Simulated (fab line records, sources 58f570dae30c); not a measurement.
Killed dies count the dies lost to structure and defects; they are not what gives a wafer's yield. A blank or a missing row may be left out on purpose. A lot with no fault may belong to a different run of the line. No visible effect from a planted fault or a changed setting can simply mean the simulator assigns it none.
fab line records    flow berkeley-cmos170    part 1 of 2: steps 1 to 33 of 45
record lots=5  wafers=15  last-day=12
route steps=331 shown FIELD@91 SACOX@97 SCREENOX@100 NVT@104 PVT@115 GATE@125
lots that met no fault: from a run of the same line without faults
start-h: start of the lot's first displayed wafer, in hours after the record's first day    wait-h: hours from the lot's prior step to this one    " identical to the entry in the row above    L1.1+2: a row that stands for several wafers    - no value, or no start given    * or withheld: withheld    < > ~ a bound
route shown NAME@n: a module of which the file shows steps, and the number in the route of the first    usual: mean/standard deviation of fault-free wafers    same: alike in all rows    chamber/n: place in a boat    sites: readings site by site    _std_site: the values' standard deviation    _edge_site: inner sites' mean taken away from outer sites' mean    radius-mm: how far each site lies from the wafer's centre    mask NAME#n: copy n    behind: the tool/chamber that last shaped the wafer    hold: why the lot was held/for how many hours/how that ended    device: whichever transistor did not switch (one of n, p or np)    end of line: the same wafers' tests at the end of the route    a step without rows: its recipe alone    killed: count of dies lost to structure and defects at first sort (not the wafer's yield)    map: per-die view of a wafer (x killed, . not killed, _ where there is no die)
set.NAME: the run value of the setting; set.NAME@STEP: its run value at that earlier step    model.NAME: the simulator's own value behind a step, which no gauge read
lots seen at some steps along the route; tables by step, rows by wafer
services: a tool's chamber out of use, with start hour (start-h, from the record's first day; less than 0 if before it), hours out, and reason
## steps
# step UCB170_FIELD_THK_MEAS_02
# recipe reads=SiO2_of_FIELD_OXIDATION_01
# usual FIELD_OXIDE_THK=557/11
lot.wafer  tool           chamber  start-h  wait-h  FIELD_OXIDE_THK[nm]
L075.1     film-metro-03  -        89.67    0.0     577
L075.3     "              -        "        "       568
L075.4     "              -        "        "       564
L081.2     film-metro-03  -        128.42   0.0     556
L081.3     "              -        "        "       565
L081.6     "              -        "        "       569
L082.2     film-metro-04  -        128.42   0.0     563
L082.4     "              -        "        "       559
L082.5     "              -        "        "       555
L083.4     film-metro-04  -        138.42   0.0     562
L083.5     "              -        "        "       556
L083.6     "              -        "        "       555
L097.2     film-metro-03  -        216.16   0.0     568
L097.4     "              -        "        "       560
L097.5     "              -        "        "       566
# step UCB170_FIELD_ANNEAL_03
# recipe temp-c=1000  time-s=1200  ambient=N2
# usual zone-power-load-pct=34.8/0.59
lot.wafer  tool        chamber  start-h  wait-h  zone-power-load-pct
L075.1     furnace-03  0        93.92    4.2     35.0
L075.3     "           0        "        "       35.3
L075.4     "           0        "        "       35.2
L081.2     furnace-02  0        131.46   3.0     35.1
L081.3     "           0        "        "       34.7
L081.6     "           0        "        "       34.4
L082.2     furnace-02  0        131.46   3.0     34.7
L082.4     "           0        "        "       34.8
L082.5     "           0        "        "       34.9
L083.4     furnace-03  0        142.94   4.5     35.8
L083.5     "           0        "        "       34.4
L083.6     "           0        "        "       34.8
L097.2     furnace-01  0        219.06   2.9     34.4
L097.4     "           0        "        "       34.2
L097.5     "           0        "        "       34.3
# step UCB170_FIELD_WET_ETCH_04
# recipe chemistry=dHF  dilution=10:1  target=SiO2  temp-c=25  time-s=60
lot.wafer   tool          chamber  start-h  wait-h
L075.1+3+4  wet-bench-01  1        95.34    0.1
L081.2+3+6  wet-bench-04  2        132.92   0.1
L082.2+4+5  wet-bench-04  2        132.92   0.1
L083.4+5+6  wet-bench-02  0        144.28   0.0
L097.2+4+5  wet-bench-01  1        220.40   0.0
# step UCB170_FIELD_WET_ETCH_05
# recipe chemistry=H3PO4  target=Si3N4  temp-c=160  time-s=12600
lot.wafer   tool          chamber  start-h  wait-h
L075.1+3+4  wet-bench-01  3        95.37    0.0
L081.2+3+6  wet-bench-01  1        132.95   0.0
L082.2+4+5  wet-bench-01  3        132.95   0.0
L083.4+5+6  wet-bench-02  2        144.31   0.0
L097.2+4+5  wet-bench-02  2        220.42   0.0
# step UCB170_FIELD_WET_ETCH_06
# recipe chemistry=BOE  dilution=5:1  target=SiO2  temp-c=25  time-s=22
lot.wafer   tool          chamber  start-h  wait-h
L075.1+3+4  wet-bench-04  0        99.19    0.0
L081.2+3+6  wet-bench-01  1        136.46   0.0
L082.2+4+5  wet-bench-01  2        136.46   0.0
L083.4+5+6  wet-bench-02  2        147.82   0.0
L097.2+4+5  wet-bench-01  3        223.93   0.0
# step UCB170_FIELD_THK_MEAS_90
# recipe reads=SiO2_of_FIELD_OXIDATION_01
# usual FIELD_OXIDE_LEFT_1_THK=440/11
lot.wafer  tool           chamber  start-h  wait-h  FIELD_OXIDE_LEFT_1_THK[nm]
L075.1     film-metro-04  -        99.21    0.0     459
L075.3     "              -        "        "       451
L075.4     "              -        "        "       447
L081.2     film-metro-04  -        136.48   0.0     440
L081.3     "              -        "        "       450
L081.6     "              -        "        "       454
L082.2     film-metro-01  -        136.48   0.0     446
L082.4     "              -        "        "       443
L082.5     "              -        "        "       438
L083.4     film-metro-04  -        147.86   0.0     447
L083.5     "              -        "        "       441
L083.6     "              -        "        "       441
L097.2     film-metro-04  -        223.95   0.0     451
L097.4     "              -        "        "       443
L097.5     "              -        "        "       449
# step UCB170_SACOX_CLEAN_00
# recipe chemistry=dHF  dilution=25:1  time-s=7.5
lot.wafer   tool          chamber  start-h  wait-h
L075.1+3+4  wet-bench-01  1        99.27    0.1
L081.2+3+6  wet-bench-01  0        136.53   0.0
L082.2+4+5  wet-bench-01  1        136.53   0.0
L083.4+5+6  wet-bench-02  1        147.89   0.0
L097.2+4+5  wet-bench-01  0        224.14   0.2
# step UCB170_SACOX_OXIDATION_01
# recipe temp-c=900  ambient=O2  target-thk-a=144  ox-time-s=2400
# usual zone-power-load-pct=23/3.9
lot.wafer  tool        chamber  start-h  wait-h  zone-power-load-pct
L075.1     furnace-02  0        102.56   3.3     27
L075.3     "           0        "        "       27
L075.4     "           0        "        "       27
L081.2     furnace-02  0        143.35   6.8     27
L081.3     "           0        "        "       27
L081.6     "           0        "        "       27
L082.2     furnace-02  0        143.35   6.8     27
L082.4     "           0        "        "       28
L082.5     "           0        "        "       27
L083.4     furnace-02  0        151.80   3.9     27
L083.5     "           0        "        "       27
L083.6     "           0        "        "       27
L097.2     furnace-02  0        227.14   3.0     28
L097.4     "           0        "        "       27
L097.5     "           0        "        "       27
# step UCB170_SACOX_THK_MEAS_02
# recipe reads=SiO2_of_SACOX_OXIDATION_01
# usual SACOX_OXIDE_THK=14.40/0.25
lot.wafer  tool           chamber  start-h  wait-h  SACOX_OXIDE_THK[nm]
L075.1     film-metro-02  -        104.22   0.0     14.30
L075.3     "              -        "        "       14.22
L075.4     "              -        "        "       14.41
L081.2     film-metro-02  -        145.05   0.0     14.43
L081.3     "              -        "        "       13.77
L081.6     "              -        "        "       14.33
L082.2     film-metro-04  -        145.06   0.0     14.32
L082.4     "              -        "        "       14.26
L082.5     "              -        "        "       14.38
L083.4     film-metro-04  -        153.49   0.0     14.40
L083.5     "              -        "        "       14.36
L083.6     "              -        "        "       14.81
L097.2     film-metro-01  -        228.81   0.0     14.27
L097.4     "              -        "        "       14.37
L097.5     "              -        "        "       14.40
# step UCB170_SCREENOX_WET_ETCH_00
# recipe chemistry=dHF  dilution=25:1  target=SiO2  temp-c=25  time-s=200
lot.wafer   tool          chamber  start-h  wait-h
L075.1+3+4  wet-bench-03  0        104.41   0.2
L081.2+3+6  wet-bench-01  0        145.12   0.1
L082.2+4+5  wet-bench-01  0        145.12   0.0
L083.4+5+6  wet-bench-03  2        153.52   0.0
L097.2+4+5  wet-bench-04  3        228.86   0.0
# step UCB170_SCREENOX_OXIDATION_01
# recipe temp-c=900  ambient=O2  target-thk-a=144  ox-time-s=2400
# usual zone-power-load-pct=24/3.7
lot.wafer  tool        chamber  start-h  wait-h  zone-power-load-pct
L075.1     furnace-04  0        105.67   1.2     19
L075.3     "           0        "        "       19
L075.4     "           0        "        "       19
L081.2     furnace-03  0        149.87   4.6     27
L081.3     "           0        "        "       28
L081.6     "           0        "        "       27
L082.2     furnace-03  0        149.87   4.6     28
L082.4     "           0        "        "       27
L082.5     "           0        "        "       27
L083.4     furnace-01  0        157.91   4.3     26
L083.5     "           0        "        "       27
L083.6     "           0        "        "       27
L097.2     furnace-01  0        231.33   2.3     27
L097.4     "           0        "        "       26
L097.5     "           0        "        "       27
# step UCB170_SCREENOX_THK_MEAS_02
# recipe reads=SiO2_of_SCREENOX_OXIDATION_01
# usual SCREENOX_OXIDE_THK=14.40/0.23
lot.wafer  tool           chamber  start-h  wait-h  SCREENOX_OXIDE_THK[nm]
L075.1     film-metro-01  -        107.34   0.0     14.53
L075.3     "              -        "        "       14.35
L075.4     "              -        "        "       14.43
L081.2     film-metro-02  -        151.55   0.0     14.34
L081.3     "              -        "        "       14.27
L081.6     "              -        "        "       14.25
L082.2     film-metro-01  -        151.55   0.0     14.23
L082.4     "              -        "        "       14.21
L082.5     "              -        "        "       14.18
L083.4     film-metro-01  -        159.61   0.0     14.38
L083.5     "              -        "        "       14.65
L083.6     "              -        "        "       14.55
L097.2     film-metro-03  -        233.01   0.0     14.35
L097.4     "              -        "        "       14.55
L097.5     "              -        "        "       14.39
# step UCB170_SCREENOX_ANNEAL_03
# recipe temp-c=900  time-s=900  ambient=N2
# usual zone-power-load-pct=25/3.5
lot.wafer  tool        chamber  start-h  wait-h  zone-power-load-pct
L075.1     furnace-03  0        109.85   2.5     28
L075.3     "           0        "        "       27
L075.4     "           0        "        "       27
L081.2     furnace-03  0        155.47   3.9     28
L081.3     "           0        "        "       27
L081.6     "           0        "        "       27
L082.2     furnace-03  0        155.47   3.9     28
L082.4     "           0        "        "       27
L082.5     "           0        "        "       27
L083.4     furnace-03  0        162.07   2.5     27
L083.5     "           0        "        "       28
L083.6     "           0        "        "       27
L097.2     furnace-01  0        234.25   1.2     27
L097.4     "           0        "        "       26
L097.5     "           0        "        "       27
# step UCB170_NVT_HMDS_00
# recipe prime-time-s=60  prime-temp-c=100
lot.wafer   tool            chamber  start-h  wait-h
L075.1+3+4  litho-track-02  0        111.28   0.2
L081.2+3+6  litho-track-01  0        156.99   0.3
L082.2+4+5  litho-track-04  0        156.99   0.3
L083.4+5+6  litho-track-02  0        163.40   0.1
L097.2+4+5  litho-track-04  0        235.52   0.0
# step UCB170_NVT_COAT_01
# recipe resist=KrF  spin-rpm=1500  resist-thk-nm=900
lot.wafer   tool            chamber  start-h  wait-h
L075.1+3+4  litho-track-02  0        111.43   0.1
L081.2+3+6  litho-track-01  0        157.14   0.1
L082.2+4+5  litho-track-04  0        157.14   0.1
L083.4+5+6  litho-track-02  0        163.55   0.1
L097.2+4+5  litho-track-04  0        235.67   0.1
# step UCB170_NVT_SOFTBAKE_02
# recipe resist=KrF  temp-c=130  time-s=60
lot.wafer   tool            chamber  start-h  wait-h
L075.1+3+4  litho-track-02  0        111.58   0.1
L081.2+3+6  litho-track-01  0        157.29   0.1
L082.2+4+5  litho-track-04  0        157.29   0.1
L083.4+5+6  litho-track-02  0        163.70   0.1
L097.2+4+5  litho-track-04  0        235.82   0.1
# step UCB170_NVT_EXPOSE_03
# recipe mask-id=PWELL  target-cd-nm=3000  na=0.5  sigma-outer=0.6  source-shape=conventional  dose-mj=30
# usual reticle-temp-C=23.01/0.099
lot.wafer  tool            chamber  start-h  wait-h  mask     reticle-temp-C
L075.1     krf-scanner-01  0        111.94   0.3     PWELL#0  23.15
L075.3     "               0        "        "       PWELL#0  23.15
L075.4     "               0        "        "       PWELL#0  22.99
L082.2     krf-scanner-01  0        157.56   0.2     PWELL#0  22.89
L082.4     "               0        "        "       PWELL#0  22.97
L082.5     "               0        "        "       PWELL#0  22.91
L081.2     krf-scanner-02  0        157.80   0.5     PWELL#0  22.92
L081.3     "               0        "        "       PWELL#0  22.94
L081.6     "               0        "        "       PWELL#0  22.87
L083.4     krf-scanner-01  0        163.95   0.2     PWELL#0  22.80
L083.5     "               0        "        "       PWELL#0  22.90
L083.6     "               0        "        "       PWELL#0  22.98
L097.2     krf-scanner-01  0        235.97   0.1     PWELL#0  23.05
L097.4     "               0        "        "       PWELL#0  23.16
L097.5     "               0        "        "       PWELL#0  22.84
# step UCB170_NVT_PEB_04
# recipe peb-temp-c=130  peb-time-s=withheld  resist=KrF
lot.wafer   tool            chamber  start-h  wait-h
L075.1+3+4  litho-track-01  0        112.10   0.1
L082.2+4+5  litho-track-04  0        157.89   0.3
L081.2+3+6  litho-track-02  0        158.02   0.2
L083.4+5+6  litho-track-02  0        164.09   0.1
L097.2+4+5  litho-track-02  0        236.56   0.6
# step UCB170_NVT_DEVELOP_05
# recipe developer=TMAH  develop-time-s=45  resist=KrF  dev-temp-c=21
lot.wafer   tool            chamber  start-h  wait-h
L075.1+3+4  litho-track-01  0        -        -
L082.2+4+5  litho-track-04  0        -        -
L081.2+3+6  litho-track-02  0        -        -
L083.4+5+6  litho-track-02  0        -        -
L097.2+4+5  litho-track-02  0        -        -
# step UCB170_NVT_OVL_MEAS_06
# usual NVT_OVL=-6/4.5
lot.wafer  tool        chamber  start-h  wait-h  NVT_OVL[nm]
L075.1     overlay-02  -        112.38   -       -9
L075.3     "           -        "        "       -12
L075.4     "           -        "        "       -4
L082.2     overlay-02  -        158.14   -       -13
L082.4     "           -        "        "       -16
L082.5     "           -        "        "       -15
L081.2     overlay-01  -        158.28   -       2
L081.3     "           -        "        "       -8
L081.6     "           -        "        "       4
L083.4     overlay-02  -        164.31   -       -9
L083.5     "           -        "        "       -9
L083.6     "           -        "        "       -6
L097.2     overlay-02  -        236.81   -       -5
L097.4     "           -        "        "       -7
L097.5     "           -        "        "       -8
# step UCB170_NVT_IMPLANT_07
# recipe species=BF2  dose-cm2=3e+12  energy-kev=50  tilt-deg=7
# usual beam-on-s=10.01/0.24
lot.wafer  tool          chamber  start-h  wait-h  beam-on-s
L075.1     implanter-02  0        112.41   0.0     10.21
L075.3     "             0        "        "       10.75
L075.4     "             0        "        "       10.01
L082.2     implanter-03  0        158.20   0.0     10.02
L082.4     "             0        "        "       9.61
L082.5     "             0        "        "       10.10
L081.2     implanter-04  0        158.33   0.0     10.07
L081.3     "             0        "        "       10.25
L081.6     "             0        "        "       9.76
L083.4     implanter-04  0        164.40   0.1     9.97
L083.5     "             0        "        "       10.00
L083.6     "             0        "        "       10.21
L097.2     implanter-02  0        236.87   0.0     10.21
L097.4     "             0        "        "       9.90
L097.5     "             0        "        "       9.79
# step UCB170_NVT_STRIP_08
# recipe chemistry=O2  power-w=400  pressure-mtorr=3500  platen-temp-c=withheld  o2-flow-sccm=400  overash-fraction=0.5
# usual drypump-motor-current-A=5.8/0.45  oes-product-au=0.734/0.0043  strip-time-to-endpoint-s=21.65/0.071
# same overash-fraction=0.5
lot.wafer  tool             chamber  start-h  wait-h  drypump-motor-current-A  oes-product-au  rf-hours-counter-h  strip-time-to-endpoint-s
L075.1     plasma-asher-02  1        112.56   0.1     5.4                      0.733           31                  21.62
L075.3     "                0        "        "       5.8                      0.734           -                   21.63
L075.4     "                1        "        "       5.4                      0.733           -                   21.67
L082.2     plasma-asher-03  1        158.32   0.1     5.5                      0.732           4                   21.55
L082.4     "                0        "        "       6.3                      0.740           -                   21.56
L082.5     "                0        "        "       6.3                      0.740           -                   21.57
L081.2     plasma-asher-04  0        158.46   0.1     5.3                      0.733           48                  21.66
L081.3     "                0        "        "       5.3                      0.733           -                   21.64
L081.6     "                0        "        "       5.3                      0.738           -                   21.66
L083.4     plasma-asher-03  0        164.51   0.1     6.3                      0.728           -                   21.62
L083.5     "                0        "        "       6.3                      0.736           -                   21.63
L083.6     "                1        "        "       5.5                      0.729           -                   21.60
L097.2     plasma-asher-04  1        236.99   0.1     6.4                      0.739           56                  21.68
L097.4     "                1        "        "       6.5                      0.738           -                   21.66
L097.5     "                0        "        "       5.3                      0.741           -                   21.70
# step UCB170_NVT_TW_MEAS_09
# usual NVT_TW=524/4.6
lot.wafer  tool           chamber  start-h  wait-h  NVT_TW
L075.1     film-metro-04  -        112.66   0.1     528
L075.3     "              -        "        "       528
L075.4     "              -        "        "       529
L082.2     film-metro-04  -        158.43   0.1     529
L082.4     "              -        "        "       527
L082.5     "              -        "        "       529
L081.2     film-metro-02  -        158.57   0.1     521
L081.3     "              -        "        "       522
L081.6     "              -        "        "       521
L083.4     film-metro-04  -        164.60   0.1     526
L083.5     "              -        "        "       528
L083.6     "              -        "        "       526
L097.2     film-metro-04  -        237.10   0.1     525
L097.4     "              -        "        "       524
L097.5     "              -        "        "       527
# step UCB170_NVT_CLEAN_10
# recipe chemistry=SPM  temp-c=120  time-s=600
lot.wafer   tool          chamber  start-h  wait-h
L075.1+3+4  wet-bench-02  0        114.69   2.0
L082.2+4+5  wet-bench-02  2        158.48   0.0
L081.2+3+6  wet-bench-04  3        158.65   0.1
L083.4+5+6  wet-bench-03  0        164.82   0.2
L097.2+4+5  wet-bench-02  2        238.86   1.7
# step UCB170_PVT_HMDS_00
# recipe prime-time-s=60  prime-temp-c=100
lot.wafer   tool            chamber  start-h  wait-h
L075.1+3+4  litho-track-03  0        115.01   0.1
L082.2+4+5  litho-track-01  0        158.68   0.0
L081.2+3+6  litho-track-02  0        158.85   0.0
L083.4+5+6  litho-track-02  0        165.27   0.3
L097.2+4+5  litho-track-01  0        239.06   0.0
# step UCB170_PVT_COAT_01
# recipe resist=KrF  spin-rpm=1500  resist-thk-nm=900
lot.wafer   tool            chamber  start-h  wait-h
L075.1+3+4  litho-track-03  0        115.16   0.1
L082.2+4+5  litho-track-01  0        158.83   0.1
L081.2+3+6  litho-track-02  0        159.00   0.1
L083.4+5+6  litho-track-02  0        165.42   0.1
L097.2+4+5  litho-track-01  0        239.21   0.1
# step UCB170_PVT_SOFTBAKE_02
# recipe resist=KrF  temp-c=130  time-s=60
lot.wafer   tool            chamber  start-h  wait-h
L075.1+3+4  litho-track-03  0        115.31   0.1
L082.2+4+5  litho-track-01  0        158.98   0.1
L081.2+3+6  litho-track-02  0        159.15   0.1
L083.4+5+6  litho-track-02  0        165.57   0.1
L097.2+4+5  litho-track-01  0        239.36   0.1
# step UCB170_PVT_EXPOSE_03
# recipe mask-id=NWELL  target-cd-nm=3000  na=0.5  sigma-outer=0.6  source-shape=conventional  dose-mj=30
# usual reticle-temp-C=22.98/0.11
lot.wafer  tool            chamber  start-h  wait-h  mask     reticle-temp-C
L075.1     krf-scanner-01  0        115.46   0.1     NWELL#0  23.03
L075.3     "               0        "        "       NWELL#0  22.94
L075.4     "               0        "        "       NWELL#0  23.06
L082.2     krf-scanner-01  0        159.25   0.2     NWELL#0  23.01
L082.4     "               0        "        "       NWELL#0  22.99
L082.5     "               0        "        "       NWELL#0  22.92
L081.2     krf-scanner-02  0        159.50   0.3     NWELL#0  22.86
L081.3     "               0        "        "       NWELL#0  22.81
L081.6     "               0        "        "       NWELL#0  22.92
L083.4     krf-scanner-02  0        165.70   0.1     NWELL#0  23.11
L083.5     "               0        "        "       NWELL#0  22.99
L083.6     "               0        "        "       NWELL#0  22.99
L097.2     krf-scanner-02  0        239.50   0.1     NWELL#0  23.03
L097.4     "               0        "        "       NWELL#0  23.06
L097.5     "               0        "        "       NWELL#0  23.13
# step UCB170_PVT_PEB_04
# recipe peb-temp-c=130  peb-time-s=withheld  resist=KrF
lot.wafer   tool            chamber  start-h  wait-h
L075.1+3+4  litho-track-03  0        115.74   0.3
L082.2+4+5  litho-track-02  0        159.57   0.3
L081.2+3+6  litho-track-02  0        159.85   0.3
L083.4+5+6  litho-track-03  0        165.83   0.1
L097.2+4+5  litho-track-01  0        239.63   0.1
# step UCB170_PVT_DEVELOP_05
# recipe developer=TMAH  develop-time-s=45  resist=KrF  dev-temp-c=21
lot.wafer   tool            chamber  start-h  wait-h
L075.1+3+4  litho-track-03  0        -        -
L082.2+4+5  litho-track-02  0        -        -
L081.2+3+6  litho-track-02  0        -        -
L083.4+5+6  litho-track-03  0        -        -
L097.2+4+5  litho-track-01  0        -        -
# step UCB170_PVT_OVL_MEAS_06
# usual PVT_OVL=2/4.9
lot.wafer  tool        chamber  start-h  wait-h  PVT_OVL[nm]
L075.1     overlay-02  -        116.01   -       6
L075.3     "           -        "        "       1
L075.4     "           -        "        "       5
L082.2     overlay-02  -        159.83   -       -5
L082.4     "           -        "        "       -1
L082.5     "           -        "        "       -4
L081.2     overlay-02  -        160.10   -       6
L081.3     "           -        "        "       -2
L081.6     "           -        "        "       -3
L083.4     overlay-02  -        166.05   -       7
L083.5     "           -        "        "       11
L083.6     "           -        "        "       7
L097.2     overlay-02  -        239.88   -       -5
L097.4     "           -        "        "       1
L097.5     "           -        "        "       5
# step UCB170_PVT_IMPLANT_07
# recipe species=P  dose-cm2=2e+12  energy-kev=30  tilt-deg=7
# usual beam-on-s=10.00/0.2
lot.wafer  tool          chamber  start-h  wait-h  beam-on-s
L075.1     implanter-02  0        116.05   0.0     10.19
L075.3     "             0        "        "       9.97
L075.4     "             0        "        "       9.56
L082.2     implanter-01  0        159.88   0.0     10.09
L082.4     "             0        "        "       10.11
L082.5     "             0        "        "       10.03
L081.2     implanter-03  0        160.16   0.0     9.92
L081.3     "             0        "        "       10.40
L081.6     "             0        "        "       10.27
L083.4     implanter-01  0        166.15   0.1     10.07
L083.5     "             0        "        "       10.00
L083.6     "             0        "        "       9.95
L097.2     implanter-03  0        239.94   0.0     9.77
L097.4     "             0        "        "       10.10
L097.5     "             0        "        "       10.07
# step UCB170_PVT_STRIP_08
# recipe chemistry=O2  power-w=400  pressure-mtorr=3500  platen-temp-c=withheld  o2-flow-sccm=400  overash-fraction=0.5
# usual drypump-motor-current-A=6.0/0.44  oes-product-au=0.734/0.0042  strip-time-to-endpoint-s=21.67/0.064
# same overash-fraction=0.5
lot.wafer  tool             chamber  start-h  wait-h  drypump-motor-current-A  oes-product-au  rf-hours-counter-h  strip-time-to-endpoint-s
L075.1     plasma-asher-04  0        116.20   0.1     5.3                      0.736           43                  21.65
L075.3     "                0        "        "       5.3                      0.743           -                   21.59
L075.4     "                1        "        "       6.5                      0.732           -                   21.70
L082.2     plasma-asher-04  0        160.01   0.1     5.3                      0.743           48                  21.64
L082.4     "                0        "        "       5.3                      0.739           -                   21.68
L082.5     "                0        "        "       5.3                      0.726           -                   21.67
L081.2     plasma-asher-03  1        160.28   0.1     5.5                      0.736           4                   21.69
L081.3     "                0        "        "       6.3                      0.736           -                   21.67
L081.6     "                0        "        "       6.3                      0.733           -                   21.69
L083.4     plasma-asher-01  0        166.25   0.1     6.1                      0.733           -                   21.62
L083.5     "                0        "        "       6.1                      0.735           -                   21.64
L083.6     "                1        "        "       6.3                      0.734           -                   21.58
L097.2     plasma-asher-03  1        240.06   0.1     5.5                      0.729           12                  21.69
L097.4     "                1        "        "       5.5                      0.731           -                   21.68
L097.5     "                0        "        "       6.3                      0.738           -                   21.71
